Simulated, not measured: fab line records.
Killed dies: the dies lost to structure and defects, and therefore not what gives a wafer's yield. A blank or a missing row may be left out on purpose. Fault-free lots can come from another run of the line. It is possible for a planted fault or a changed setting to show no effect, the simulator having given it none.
What tool caused it? ; flow berkeleyCmos170 ; 14 lots, 42 wafers sampled, at 2 steps of a route of 331

## WHAT THE GAUGES READ, wafer by wafer
UCB170_M3_CD_MEAS_15: target cd 700 nm.
lot;measured;on;cdNm (nm)
L758;day 8 05:19;cdSem-02;701.3 701.1 701.8
L761;day 8 07:24;cdSem-01;697.4 697.2 698.4
L757;day 8 07:40;cdSem-01;700.3 700.7 701.3
L760;day 8 07:44;cdSem-02;700.3 699.8 700.0
L759;day 8 07:56;cdSem-02;699.9 701.2 700.7
L762;day 8 15:58;cdSem-02;702.9 701.8 703.0
L763;day 9 05:55;cdSem-01;697.8 698.0 696.5
L765;day 9 21:45;cdSem-02;699.0 698.2 699.3
L767;day 10 01:04;cdSem-01;702.4 701.9 700.7
L770;day 10 08:32;cdSem-01;700.0 700.0 699.0
L769;day 11 03:17;cdSem-02;691.7 691.6 691.4
L774;day 11 13:51;cdSem-01;695.2 693.9 695.0
L777;day 11 17:37;cdSem-02;699.5 700.6 701.1
L778;day 11 20:22;cdSem-02;699.4 699.0 698.4

## EACH LOT AND THE TOOL THAT RAN IT (in order: tool; ch and the chambers of the sampled wafers; start)
lot;UCB170_M3_EXPOSE_12
L758;krfScanner-02 ch 0, day 8 04:46
L761;krfScanner-02 ch 0, day 8 06:01
L757;krfScanner-01 ch 0, day 8 06:17
L760;krfScanner-02 ch 0, day 8 06:32
L759;krfScanner-01 ch 0, day 8 06:48
L762;krfScanner-02 ch 0, day 8 15:35
L763;krfScanner-01 ch 0, day 9 05:28
L765;krfScanner-01 ch 0, day 9 20:16
L767;krfScanner-02 ch 0, day 10 00:11
L770;krfScanner-01 ch 0, day 10 08:07
L769;krfScanner-02 ch 0, day 11 02:53
L774;krfScanner-02 ch 0, day 11 13:03
L777;krfScanner-01 ch 0, day 11 17:01
L778;krfScanner-01 ch 0, day 11 19:58
- UCB170_M3_EXPOSE_12: exposes mask METAL3, target cd 700 nm.

## WHAT THE TOOLS THEMSELVES READ (means of the sampled wafers that have a number; where no wafer has one, the mark that the record gives instead)
UCB170_M3_EXPOSE_12.
lot;tool;exposureDoseMJCm2;focusOffsetNm (nm)
L758;krfScanner-02;25.97;0.2
L761;krfScanner-02;25.97;0.9
L757;krfScanner-01;26.00;0.3
L760;krfScanner-02;26.00;0.7
L759;krfScanner-01;25.98;0.3
L762;krfScanner-02;25.99;-0.1
L763;krfScanner-01;25.95;-0.8
L765;krfScanner-01;25.97;0.0
L767;krfScanner-02;25.95;-0.1
L770;krfScanner-01;26.27;0.0
L769;krfScanner-02;27.27;0.1
L774;krfScanner-02;27.03;0.6
L777;krfScanner-01;26.29;0.2
L778;krfScanner-01;26.24;-0.3

## THE ANSWER, worked out from the rows above alone
Rule: the usual values come from the lots themselves. The widest of any qualifying gaps counts: lots, ordered by their means at a reading, are off when they make up no more than a third of the lots, leave a main group of 4 or more, and stand apart from it by 3 or more times the standard deviation of that group's means. If all means in a main group match to the digits the tables above print for the reading, that group is not used. Also off: a lot with no number at a reading for which 4 or more lots have one. Any other lot the step has rows for is counted as sound. The gauges are gone through in route order, then the tools' own readings, and for those a lot's mean is taken as printed above. The first step at which some lot is off is used, and at that step the reading that is off furthest; a lot without a number counts as furthest.
Off at UCB170_M3_EXPOSE_12 (exposureDoseMJCm2): L769, L774. The main group has a mean of 26.05 with a standard deviation of 0.13.
A tool fits if, at that step or a process step before it, it ran every lot that is off, and no sound lot after the first of them. One fits: krfScanner-02 at UCB170_M3_EXPOSE_12. Its last sound lot is L767 (day 10 00:11), its first lot that is off L769 (day 11 02:53): a fault that began between those two fits.
On the lots that are off, the tool's own readings at UCB170_M3_EXPOSE_12 differ by more than 5 times the standard deviation of the sound lots' means, which bears it out; exposureDoseMJCm2 reads 27.15 there versus 26.05 on the sound lots.

## WHAT THE SIMULATOR PUT IN
Drift in process parameters on krfScanner-02 at UCB170_M3_EXPOSE_12, starting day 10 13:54. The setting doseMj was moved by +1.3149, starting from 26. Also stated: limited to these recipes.
Struck lots among those shown: L769, L774. This agrees with what the rule above found.
